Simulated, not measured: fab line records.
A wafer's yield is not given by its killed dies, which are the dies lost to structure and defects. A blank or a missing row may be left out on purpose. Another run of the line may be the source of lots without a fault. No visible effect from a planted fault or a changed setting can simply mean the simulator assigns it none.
A lot that was struck, set against a sound lot / flow rit_cmos / 28 steps out of a route of 202
Sound: the wafers L281.4, L281.5, L281.6. Wafers struck: L292.1, L292.2, L292.5. The cause comes at the end.
Order at every step that has rows: each side's tool, ch and its chambers, its first start. Under that, the readings that differ: sound wafers / struck wafers / difference of the means / sigmas: that difference in standard deviations of wafers without a fault.
alike: readings whose means differ by less than 2 such deviations, and words and numbers that are the same on both sides. not compared: withheld readings, readings that some wafer has no value for, bounds like >300 that may hide the same value, and numbers for which the record gives no deviation and whose values overlap.
The two part at a step that has a row with sigmas, a row that says differs or no value, or rows on one side only. When numbers do not overlap yet have no deviation, they are printed without sigmas and do not part them. A reading that every wafer of one side lacks parts them only if that side has two wafers or more.

RIT_ACTIVE_BOW_MEAS_00:
  sound on film_metro-02, day 2 16:04; struck on film_metro-04, day 4 23:00
  alike: INCOMING_BOW
RIT_ACTIVE_OXIDATION_01: target thk 46.8 nm, ox time 3360 s.
  sound on furnace-04 ch 0, day 2 16:07; struck on furnace-02 ch 0, day 4 23:16
reading=ox_time_s (s); sound=3360 3360 3360; struck=6384 6384 6384; difference=+3024; sigmas=
reading=model.SiO2_of_ACTIVE_OXIDATION_01.thk_nm (nm); sound=47.44 47.83 47.26; struck=74.04 74.65 74.65; difference=+26.94; sigmas=
RIT_ACTIVE_THK_MEAS_02:
  sound on film_metro-04, day 2 18:05; struck on film_metro-03, day 5 01:12
reading=ACTIVE_OXIDE_THK (nm); sound=47.5 47.9 47.3; struck=74.0 74.7 74.6; difference=+26.9; sigmas=+33
then, 1 step without rows for these wafers: RIT_ACTIVE_CVD_03 (deposits Si3N4 from SiH2Cl2/NH3, target thk 150 nm, time 1500 s).
RIT_ACTIVE_THK_MEAS_04:
  sound on film_metro-04, day 2 19:34; struck on film_metro-04, day 5 03:23
reading=ACTIVE_NITRIDE_THK (nm); sound=147.4 148.1 147.8; struck=151.1 150.6 151.5; difference=+3.3; sigmas=+3
then, 6 steps without rows for these wafers: RIT_ACTIVE_HMDS_05 (prime time 60 s); RIT_ACTIVE_COAT_06 (resist thk 1000 nm); RIT_ACTIVE_SOFTBAKE_07 (time 60 s); RIT_ACTIVE_EXPOSE_08 (exposes mask M1, target cd 1400 nm); RIT_ACTIVE_PEB_09; RIT_ACTIVE_DEVELOP_10 (develop time 50 s).
RIT_ACTIVE_CD_MEAS_11: the cd target is 1400 nm.
  sound on cd_sem-01, day 2 20:37; struck on cd_sem-01, day 5 04:25
  alike: cd_nm
then, 1 step without rows for these wafers: RIT_ACTIVE_HARDBAKE_12 (time 60 s).
RIT_ACTIVE_ETCH_13: etches Si3N4 in SF6, stops on SiO2, time 210 s, target depth 210 nm.
  sound on rie_diel-01 ch 0,1,3, day 2 20:50; struck on rie_diel-01 ch 0,3, day 5 04:41
  alike: drypump_motor_current_A, oes_product_au, throttle_valve_pct
  not compared: rf_hours_counter_h
RIT_ACTIVE_STRIP_14: strips in O2, time 180 s.
  sound on plasma_asher-03 ch 0,1, day 2 21:02; struck on plasma_asher-04 ch 0,1, day 5 04:50
  alike: drypump_motor_current_A
  not compared: rf_hours_counter_h
RIT_ACTIVE_CD_MEAS_90: the cd target is 1400 nm.
  sound on cd_sem-01, day 2 21:12; struck on cd_sem-01, day 5 05:00
  alike: cd_nm
then, 4 steps without rows for these wafers: RIT_ACTIVE_CLEAN_15 (cleans in SC1, time 600 s); RIT_ACTIVE_CLEAN_16 (cleans in dHF, time 30 s); RIT_ACTIVE_CLEAN_17 (cleans in SC2, time 600 s); RIT_FOX1_OXIDATION_00 (target thk 350.7 nm, ox time 1130 s).
RIT_FOX1_THK_MEAS_01:
  sound on film_metro-04, day 2 23:23; struck on film_metro-02, day 5 07:22
  alike: FOX1_OXIDE_THK
then, 2 steps without rows for these wafers: RIT_FOX1_WET_ETCH_02 (etches SiO2 in BOE, target depth 350 nm, time 390 s); RIT_FOX2_OXIDATION_00 (target thk 350.7 nm, ox time 1130 s).
RIT_FOX2_THK_MEAS_01:
  sound on film_metro-03, day 3 00:52; struck on film_metro-02, day 5 08:52
  alike: FOX2_OXIDE_THK
then, 1 step without rows for these wafers: RIT_FOX2_CLEAN_02 (cleans in dHF, time 174 s).
RIT_FOX2_WET_ETCH_03: etches Si3N4 in H3PO4, target depth 195 nm, time 2700 s.
  sound on wet_bench-02 ch 3, day 3 00:58; struck on wet_bench-04 ch 2, day 5 08:59
reading=model.SiO2_of_ACTIVE_OXIDATION_01.thk_nm (nm); sound=41.89 41.13 41.06; struck=64.88 65.08 65.47; difference=+23.78; sigmas=
  alike: temp_c
RIT_FOX2_THK_MEAS_90:
  sound on film_metro-01, day 3 01:45; struck on film_metro-02, day 5 09:53
  alike: FIELD_OXIDE_LEFT_1_THK
RIT_M1_PROBE_99:
  sound on prober-01, day 4 16:57; struck on prober-02, day 6 23:11
reading=model.etest.nldd.width_nm (nm); sound=3149 3166 3159; struck=2779 2747 2756; difference=-397; sigmas=
reading=model.etest.pldd.width_nm (nm); sound=3151 3150 3158; struck=2757 2744 2742; difference=-405; sigmas=
reading=model.etest.nmos_0p3.r_on_ohm_um; sound=2122 2162 2138; struck=2325 2312 2313; difference=+176; sigmas=
reading=model.etest.pplus_sal.width_nm (nm); sound=3404 3436 3415; struck=3297 3302 3264; difference=-131; sigmas=
reading=model.etest.nplus_sal.width_nm (nm); sound=3399 3438 3419; struck=3296 3314 3265; difference=-127; sigmas=
reading=model.etest.nmos_narrow.drive_ua_um; sound=219.9 222.8 220.6; struck=123.9 123.5 121.6; difference=-98.1; sigmas=
reading=model.etest.nmos_0p15.r_on_ohm_um; sound=1065 1112 1083; struck=1162 1206 1146; difference=+85; sigmas=
reading=model.etest.pmos_narrow.drive_ua_um; sound=98.27 98.52 97.64; struck=60.73 61.53 61; difference=-37.06; sigmas=
  alike: killed_at_contacts, killed_at_front_end, killed_dies, killed_open, killed_short

== WHERE THEY PART ==
At RIT_ACTIVE_THK_MEAS_02 first; at RIT_ACTIVE_THK_MEAS_04 last (within this record only). Later steps at which nothing parts them and some readings are alike: RIT_ACTIVE_CD_MEAS_11, RIT_ACTIVE_ETCH_13, RIT_ACTIVE_STRIP_14, RIT_ACTIVE_CD_MEAS_90, RIT_FOX1_THK_MEAS_01, RIT_FOX2_THK_MEAS_01, RIT_FOX2_WET_ETCH_03, RIT_FOX2_THK_MEAS_90, RIT_M1_PROBE_99.

WHY: what had been put in by the simulator
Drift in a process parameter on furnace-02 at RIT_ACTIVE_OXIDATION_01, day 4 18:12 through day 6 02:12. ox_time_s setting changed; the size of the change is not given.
